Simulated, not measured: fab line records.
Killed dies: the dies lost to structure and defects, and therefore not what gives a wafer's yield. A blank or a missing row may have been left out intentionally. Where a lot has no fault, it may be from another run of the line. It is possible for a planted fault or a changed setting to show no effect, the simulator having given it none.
Shared-tool check -- flow rit_cmos -- Sampled: 13 lots, 39 wafers

REASON FOR OPENING
Flagged at RIT_M1_CD_MEAS_09: reading cd_nm, on 1 of 13 lots. No-fault wafers: 2600.8 nm, standard deviation 1.8.
Rule: flag the lot when none of its wafers has a number, or when each of its wafers that has one lies beyond 4 standard deviations from that mean. As for the other lots, they are considered sound.

lot,measured,on,"cd_nm (nm), wafer by wafer",flag
L669,day 3 05:43,cd_sem-01,2601.7 2599.7 2600.6,
L670,day 3 10:36,cd_sem-02,2601.2 2600.7 2601.6,
L671,day 3 17:01,cd_sem-01,2601.9 2602.2 2601.5,
L673,day 4 03:39,cd_sem-02,2603.9 2602.3 2603.1,
L674,day 4 08:16,cd_sem-01,2599.0 2598.8 2599.0,
L677,day 4 23:07,cd_sem-01,2747.8 2747.3 2751.3,FLAGGED
L685,day 6 14:21,cd_sem-01,2599.1 2601.6 2603.6,
L686,day 6 19:45,cd_sem-01,2599.9 2599.4 2600.6,
L687,day 7 02:32,cd_sem-01,2599.7 2596.6 2599.7,
L688,day 7 10:57,cd_sem-02,2600.4 2600.9 2600.4,
L690,day 7 19:02,cd_sem-01,2602.9 2602.0 2601.7,
L691,day 7 21:31,cd_sem-01,2602.1 2600.5 2602.4,
L692,day 8 03:40,cd_sem-02,2605.0 2603.4 2603.0,
The numbers of the flagged lots are 2748.8 nm on average: +148.0 nm against the usual, or +82 standard deviations.

WHICH TOOL RAN EACH LOT
The record holds 1 process step before the reading, out of a route of 202 steps. Every cell lists first the tool, next ch and the chambers used by the sampled wafers, and last the start.
lot,flag,RIT_M1_EXPOSE_06
L669,,"iline_stepper-01 ch 0, day 3 05:17"
L670,,"iline_stepper-02 ch 0, day 3 10:10"
L671,,"iline_stepper-01 ch 0, day 3 16:35"
L673,,"iline_stepper-02 ch 0, day 4 03:13"
L674,,"iline_stepper-02 ch 0, day 4 07:49"
L677,FLAGGED,"iline_stepper-01 ch 0, day 4 22:41"
L685,,"iline_stepper-02 ch 0, day 6 13:55"
L686,,"iline_stepper-01 ch 0, day 6 19:19"
L687,,"iline_stepper-02 ch 0, day 7 02:06"
L688,,"iline_stepper-02 ch 0, day 7 10:31"
L690,,"iline_stepper-01 ch 0, day 7 18:37"
L691,,"iline_stepper-01 ch 0, day 7 21:05"
L692,,"iline_stepper-01 ch 0, day 8 03:14"
What the steps here do:
- RIT_M1_EXPOSE_06: exposes mask M12, target cd 2600 nm.
- RIT_M1_CD_MEAS_09: target cd 2600 nm.

FLAGGED OVER TOTAL, TOOL BY TOOL (the gauges that took the reading come last)
step,tool,lots run,flagged,share of the flagged lots,sound lots run after its first flagged lot
RIT_M1_EXPOSE_06,iline_stepper-01,7,1,all,"4 (L686,L690,L691,L692)"
RIT_M1_EXPOSE_06,iline_stepper-02,6,0,none,-
RIT_M1_CD_MEAS_09,cd_sem-01,9,1,all,"5 (L685,L686,L687,L690,L691)"
RIT_M1_CD_MEAS_09,cd_sem-02,4,0,none,-

WHAT THE TABLE PERMITS
Every flagged lot went through 2 rows of the table: iline_stepper-01 at RIT_M1_EXPOSE_06 and cd_sem-01 at RIT_M1_CD_MEAS_09.
- iline_stepper-01 at RIT_M1_EXPOSE_06 ran 7 lots, 1 of them flagged. Sound lots followed the first flagged one (L686, L690, L691, L692) on it, something a lasting fault affecting the whole tool could not allow.
- cd_sem-01 at RIT_M1_CD_MEAS_09 ran 9 lots, 1 of them flagged. Sound lots followed the first flagged one (L685, L686, L687, L690, L691) on it, something a lasting fault affecting the whole tool could not allow.
There is no row in the table that ran each flagged lot and no sound lot after the first.

WHAT THE SIMULATOR HAD PUT IN
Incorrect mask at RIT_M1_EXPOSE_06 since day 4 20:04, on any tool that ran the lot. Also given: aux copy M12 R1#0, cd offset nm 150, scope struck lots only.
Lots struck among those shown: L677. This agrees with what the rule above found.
